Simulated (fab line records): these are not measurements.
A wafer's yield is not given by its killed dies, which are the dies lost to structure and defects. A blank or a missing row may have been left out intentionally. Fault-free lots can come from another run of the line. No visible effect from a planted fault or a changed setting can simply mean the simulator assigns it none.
Matching of chambers + flow berkeley_cmos170 + 4 sister chambers for UCB170_V2_ETCH_14 on rie_diel-04
The step etches SiO2 in CHF3/CF4/Ar, stops on Al, target depth 1250 nm, time 291 s. 8 wafers are shown with their chamber, then 7 later ones without.

== WAFERS, EACH WITH ITS CHAMBER ==
| wafer  | chamber | throttle_valve_pct (%) | oes_product_au (a.u.) |
|--------|---------|------------------------|-----------------------|
| L134.1 | 3       | 7.14                   | 0.842                 |
| L141.1 | 2       | 6.84                   | 0.870                 |
| L141.6 | 1       | 7.12                   | 0.879                 |
| L143.1 | 1       | 7.11                   | 0.872                 |
| L143.2 | 2       | 6.84                   | 0.867                 |
| L143.4 | 0       | 6.98                   | 0.860                 |
| L148.1 | 3       | 7.12                   | 0.851                 |
| L148.3 | 0       | 6.96                   | 0.858                 |

== WAFERS WITH NO CHAMBER GIVEN ==
| wafer  | throttle_valve_pct (%) | oes_product_au (a.u.) |
|--------|------------------------|-----------------------|
| L148.4 | 6.81                   | 0.862                 |
| L152.3 | 7.12                   | 0.886                 |
| L152.4 | 7.15                   | 0.839                 |
| L152.6 | 7.14                   | 0.839                 |
| L153.2 | 6.97                   | 0.870                 |
| L153.4 | 7.13                   | 0.845                 |
| L153.6 | 7.13                   | 0.837                 |

== WHICH CHAMBER EACH ONE RAN IN ==
| wafer  | from the rows above | in truth |
|--------|---------------------|----------|
| L148.4 | 2                   | 2        |
| L152.3 | 1                   | 1        |
| L152.4 | 3                   | 3        |
| L152.6 | 3                   | 3        |
| L153.2 | 0                   | 0        |
| L153.4 | 3                   | 3        |
| L153.6 | 3                   | 3        |
Placed correctly: 7 of 7. Not placeable from these rows: 0. Wrongly placed: 0.
How it was worked out, from the rows above alone: a wafer's distance from a chamber is the root of the sum, over the readings, of the square of ((its reading less the chamber's mean) divided by the reading's scatter). The wafer belongs to the nearest chamber; if the next one is less than 2 further off, it can't be placed. For every chamber, the mean is computed from those of its wafers that are shown. The scatter: the root of (the sum of the squares of (reading less its chamber's mean) over the shown wafers, divided by (wafers less chambers)).
